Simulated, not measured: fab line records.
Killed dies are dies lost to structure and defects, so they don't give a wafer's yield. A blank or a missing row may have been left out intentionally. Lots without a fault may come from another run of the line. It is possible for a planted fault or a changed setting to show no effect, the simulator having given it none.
One fault through the eyes of 2 desks + flow berkeley cmos170 + only its own numbers are on each desk; what lay behind them is given at the end

AT THE TOOL OWNER'S DESK: furnace-03
The tool's own readings at UCB170_FIELD_OXIDATION_01 (target thk 558.3 nm, ox time 7200 s): means of the sampled wafers that have a number, for each lot that ran on this tool. If a lot's mean is further than 4 standard deviations from the usual mean, the lot is out of limits and carries the mark OUT (the distance appears in the brackets).
Columns: A = spike tc centre C at UCB170_FIELD_OXIDATION_01, usual 1003.4 C; B = spike tc load C at UCB170_FIELD_OXIDATION_01, usual 1029.0 C; C = spike tc source C at UCB170_FIELD_OXIDATION_01, usual 1027 C; D = tube center temp C at UCB170_FIELD_OXIDATION_01, usual 1000 C; E = tube_center_temp_C_max at UCB170_FIELD_OXIDATION_01, usual 1002.6
| lot  | first seen here | A                | B                | C               | D                      | E                |
|------|-----------------|------------------|------------------|-----------------|------------------------|------------------|
| L793 | day 4 18:13     | 1002.9           | 1031.7           | 1028            | 1000                   | 1002.4           |
| L795 | day 4 23:47     | 1003.2           | 1030.6           | 1027            | 1000                   | 1002.2           |
| L796 | day 5 08:19     | 1034.9 (+32) OUT | 1063.0 (+24) OUT | 1060 (+6.6) OUT | 1032 (+99 or more) OUT | 1034.8 (+75) OUT |
| L797 | day 5 08:19     | 1035.6 (+32) OUT | 1063.7 (+25) OUT | 1060 (+6.7) OUT | 1032 (+99 or more) OUT | 1034.6 (+74) OUT |
This desk's verdict: out of limits on L796, L797, starting with L796 at day 5 08:19 (spike tc centre C at UCB170_FIELD_OXIDATION_01). L793, L795: within limits.

FROM THE METROLOGY DESK
What the gauges read, lot by lot, whatever tool the lot ran on: means of the sampled wafers that have a number. If a lot's mean is further than 4 standard deviations from the usual mean, the lot is out of limits and carries the mark OUT (the distance appears in the brackets).
Columns: A = FIELD_OXIDE_THK at UCB170_FIELD_THK_MEAS_02, usual 557 nm; B = FIELD_OXIDE_LEFT_1_THK at UCB170_FIELD_THK_MEAS_90, usual 441 nm; C = FIELD_OXIDE_LEFT_2_THK at UCB170_FIELD_THK_MEAS_91, usual 353 nm
| lot  | first seen here | A             | B             | C             |
|------|-----------------|---------------|---------------|---------------|
| L793 | day 4 21:14     | 551           | 435           | 347           |
| L795 | day 5 02:47     | 543           | 428           | 340           |
| L796 | day 5 11:19     | 658 (+11) OUT | 543 (+11) OUT | 456 (+11) OUT |
| L797 | day 5 11:19     | 661 (+11) OUT | 546 (+11) OUT | 457 (+11) OUT |
| L805 | day 7 04:20     | 561           | 445           | 358           |
| L806 | day 7 11:24     | 560           | 445           | 356           |
| L807 | day 7 11:24     | 563           | 448           | 359           |
| L808 | day 7 11:24     | 566           | 450           | 361           |
| L809 | day 7 21:26     | 554           | 438           | 351           |
| L811 | day 8 08:42     | 557           | 443           | 354           |
| L812 | day 8 17:20     | 563           | 447           | 359           |
| L813 | day 8 17:20     | 578           | 462           | 374           |
| L815 | day 8 23:58     | 553           | 438           | 349           |
| L816 | day 9 00:00     | 554           | 437           | 349           |
This desk's finding: out of limits on L796, L797; first on L796, day 5 11:19 (FIELD_OXIDE_THK at UCB170_FIELD_THK_MEAS_02). L793, L795, L805, L806, L807, L808, L809, L811, L812, L813, L815, L816: within limits.

PUT TOGETHER
The tool owner's desk had the chance to raise an alarm at day 5 08:19 on L796, L797.
On L796, L797, the metrology desk was in a position to raise an alarm at day 5 11:19.
UCB170_FIELD_OXIDATION_01 was run on furnace-03 by each of the lots named.

WHAT THE SIMULATOR HAD INSERTED
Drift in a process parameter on furnace-03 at UCB170_FIELD_OXIDATION_01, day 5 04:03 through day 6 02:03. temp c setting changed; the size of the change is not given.
Shown lots that were struck: L796, L797.
Delay (hours) between the fault's onset and each desk's first out-of-limits reading: 4 at the tool owner's desk, 7 at the metrology desk.
